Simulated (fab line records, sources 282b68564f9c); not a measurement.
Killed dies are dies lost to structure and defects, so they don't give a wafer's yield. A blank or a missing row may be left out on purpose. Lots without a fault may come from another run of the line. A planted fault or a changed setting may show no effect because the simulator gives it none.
Split-lot experiment | flow rit_cmos | 5 lots, 23 wafers read, on a route of 202 steps

THE SPLIT
At RIT_NWELL_COAT_01 (resist thk 1300 nm), the setting spin_rpm was moved away from the recipe's 2000 rpm on 10 of the 23 wafers read, by -2.6% to +5.0%. The other wafers ran this setting at the recipe's value.

FROM THE SPLIT TO THE READING: what the file shows between them, 3 steps
- RIT_NWELL_SOFTBAKE_02: time 60 s
- RIT_NWELL_EXPOSE_03: exposes mask M2, target cd 43900 nm
- RIT_NWELL_DEVELOP_05: develop time 66.67 s

THE READING
NOVOLAK_of_NWELL_COAT_01.thk_nm (the simulator's own value, which no gauge read), in nm, at RIT_NWELL_HARDBAKE_07 (time 120 s). The file gives no usual value for it. The 13 wafers here that ran the recipe average 1137 nm, standard deviation 1.8 nm.

wafer  | tool, chamber at the split | spin_rpm as run, rpm | against the recipe | NOVOLAK_of_NWELL_COAT_01.thk_nm, nm | against lot-mates on the recipe
L074.1 | litho_track-03, 0          | 2038                 | +1.9%              | 1128                                | -10
L074.2 | litho_track-03, 0          | 2000                 | recipe             | 1138                                | -
L074.6 | litho_track-03, 0          | 2000                 | recipe             | 1138                                | -
L074.4 | litho_track-03, 0          | 2038                 | +1.9%              | 1130                                | -8
L074.5 | litho_track-03, 0          | 2038                 | +1.9%              | 1129                                | -9
L075.1 | litho_track-02, 0          | 2000                 | recipe             | 1134                                | -
L075.2 | litho_track-02, 0          | 2000                 | recipe             | 1135                                | -
L075.3 | litho_track-02, 0          | 2000                 | recipe             | 1135                                | -
L075.4 | litho_track-02, 0          | 1947                 | -2.6%              | 1151                                | +16
L075.6 | litho_track-02, 0          | 1947                 | -2.6%              | 1153                                | +18
L080.4 | litho_track-02, 0          | 2000                 | recipe             | 1139                                | -
L080.5 | litho_track-02, 0          | 2000                 | recipe             | 1140                                | -
L080.6 | litho_track-02, 0          | 2000                 | recipe             | 1136                                | -
L081.1 | litho_track-02, 0          | 2000                 | recipe             | 1136                                | -
L081.2 | litho_track-02, 0          | 2100                 | +5.0%              | 1110                                | -26
L081.3 | litho_track-02, 0          | 2100                 | +5.0%              | 1115                                | -20
L081.4 | litho_track-02, 0          | 2000                 | recipe             | 1135                                | -
L081.5 | litho_track-02, 0          | 2100                 | +5.0%              | 1111                                | -24
L085.1 | litho_track-03, 0          | 2087                 | +4.4%              | 1115                                | -22
L085.2 | litho_track-03, 0          | 2000                 | recipe             | 1137                                | -
L085.3 | litho_track-03, 0          | 2087                 | +4.4%              | 1114                                | -23
L085.5 | litho_track-03, 0          | 2000                 | recipe             | 1135                                | -
L085.6 | litho_track-03, 0          | 2000                 | recipe             | 1138                                | -

THE FIT
A straight line over all 23 wafers: NOVOLAK_of_NWELL_COAT_01.thk_nm changes by -5.08 nm for each +1% of spin_rpm; r = -0.99; the points scatter about the line by 1.9 nm.
The same after taking each lot's own level away (the mean of its wafers on the recipe; 23 wafers): -5.12 nm for each +1%; r = -0.99; scatter 1.8 nm.
On that fit, the largest move of spin_rpm shifts the reading by 26 nm.
The lots' own levels span 1134.7 to 1138.3 nm, that is 2.1 times the standard deviation above.
So the lot-to-lot level changes the slope little: the two slopes agree.
Check: with one of the wafers moved furthest among these (+5.0%) left out of the fit, the line predicts -24.8 nm for it against its lot-mates. It came out at -25.5 nm against them.

OTHER SPLITS ON THESE WAFERS
These wafers also went through other splits before the reading. Each is held against what the fit with the lots' levels taken away leaves over:
other split on the same wafers   | wafers away from the commonest value | r with NOVOLAK_of_NWELL_COAT_01.thk_nm (lot level and that fit taken away)
RIT_ACTIVE_CVD_03 pressure_mtorr | 10                                   | +0.27
RIT_ACTIVE_ETCH_13 rf_w          | 7                                    | -0.29

THE WHOLE CHAIN: every reading that the file lists as answering this split, in the file's order
step                  | what it does       | reading                                                                          | change (the file's fit)              | r (the file's)
RIT_NWELL_COAT_01     | resist thk 1300 nm | NOVOLAK_of_NWELL_COAT_01.thk_nm (the simulator's own value, which no gauge read) | -5.87 nm for each +1% of the setting | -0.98
RIT_NWELL_HARDBAKE_07 | time 120 s         | NOVOLAK_of_NWELL_COAT_01.thk_nm (the simulator's own value, which no gauge read) | -5.06 nm for each +1% of the setting | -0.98

THE FILE'S OWN FIT
NOVOLAK_of_NWELL_COAT_01.thk_nm changes by -5.06 nm for each +1% of spin_rpm, r = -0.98.
